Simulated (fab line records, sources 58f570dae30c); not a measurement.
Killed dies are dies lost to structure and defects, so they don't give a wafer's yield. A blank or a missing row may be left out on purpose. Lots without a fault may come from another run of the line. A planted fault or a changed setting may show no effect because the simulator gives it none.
Split-lot experiment | flow berkeley_cmos170 | 5 lots, 27 wafers read, on a route of 331 steps

THE SPLIT
At UCB170_SACOX_OXIDATION_01 (target thk 14.4 nm, ox time 2400 s), the setting ox_time_s was moved away from the recipe's 2400 s on 12 of the 27 wafers read, by -45.5% to +21.0%. The other wafers ran this setting at the recipe's value.

The file shows no step between the split and the reading.

THE READING
SACOX_OXIDE_THK, in nm, at UCB170_SACOX_THK_MEAS_02. Fault-free wafers of this fab line usually give 14.45 nm, standard deviation 0.2 nm.

wafer  | tool, chamber at the split | ox_time_s as run, s | against the recipe | SACOX_OXIDE_THK, nm | against lot-mates on the recipe
L074.1 | -, -                       | 2903                | +21.0%             | 16.46               | no lot-mate on the recipe
L074.2 | -, -                       | 2903                | +21.0%             | 16.33               | no lot-mate on the recipe
L074.3 | -, -                       | 2903                | +21.0%             | 16.55               | no lot-mate on the recipe
L074.4 | -, -                       | 2903                | +21.0%             | 16.25               | no lot-mate on the recipe
L074.5 | -, -                       | 2903                | +21.0%             | 16.64               | no lot-mate on the recipe
L074.6 | -, -                       | 2903                | +21.0%             | 16.54               | no lot-mate on the recipe
L076.1 | -, -                       | 2400                | recipe             | 14.30               | -
L076.2 | -, -                       | 2400                | recipe             | 14.26               | -
L076.3 | -, -                       | 2400                | recipe             | 14.49               | -
L076.4 | -, -                       | 2400                | recipe             | 14.16               | -
L076.5 | -, -                       | 2400                | recipe             | 14.35               | -
L076.6 | -, -                       | 2400                | recipe             | 14.27               | -
L079.1 | -, -                       | 2400                | recipe             | 14.10               | -
L079.2 | -, -                       | 2400                | recipe             | 14.31               | -
L079.3 | -, -                       | 2400                | recipe             | 14.41               | -
L079.4 | -, -                       | 2400                | recipe             | 14.28               | -
L079.5 | -, -                       | 2400                | recipe             | 14.34               | -
L079.6 | -, -                       | 2400                | recipe             | 14.47               | -
L082.1 | -, -                       | 1308                | -45.5%             | 9.38                | no lot-mate on the recipe
L082.2 | -, -                       | 1308                | -45.5%             | 9.88                | no lot-mate on the recipe
L082.3 | -, -                       | 1308                | -45.5%             | 9.46                | no lot-mate on the recipe
L082.4 | -, -                       | 1308                | -45.5%             | 9.79                | no lot-mate on the recipe
L082.5 | -, -                       | 1308                | -45.5%             | 9.76                | no lot-mate on the recipe
L082.6 | -, -                       | 1308                | -45.5%             | 9.81                | no lot-mate on the recipe
L085.1 | furnace-04, 0              | 2400                | recipe             | 14.40               | -
L085.2 | furnace-04, 0              | 2400                | recipe             | 14.11               | -
L085.5 | furnace-04, 0              | 2400                | recipe             | 14.13               | -

THE FIT
A straight line over all 27 wafers: SACOX_OXIDE_THK changes by +0.102 nm for each +1% of ox_time_s; r = +1.00; the points scatter about the line by 0.15 nm.
Too few moved wafers have a lot-mate on the recipe to fit a line with each lot's own level taken away.

THE WHOLE CHAIN: every reading that the file lists as answering this split, in the file's order
step                      | what it does                       | reading                                                                            | change (the file's fit)               | r (the file's)
UCB170_SACOX_OXIDATION_01 | target thk 14.4 nm, ox time 2400 s | SiO2_of_SACOX_OXIDATION_01.thk_nm (the simulator's own value, which no gauge read) | +0.102 nm for each +1% of the setting | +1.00
UCB170_SACOX_THK_MEAS_02  |                                    | SACOX_OXIDE_THK                                                                    | +0.102 for each +1% of the setting    | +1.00

THE FILE'S OWN FIT
SACOX_OXIDE_THK changes by +0.102 nm for each +1% of ox_time_s, r = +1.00.
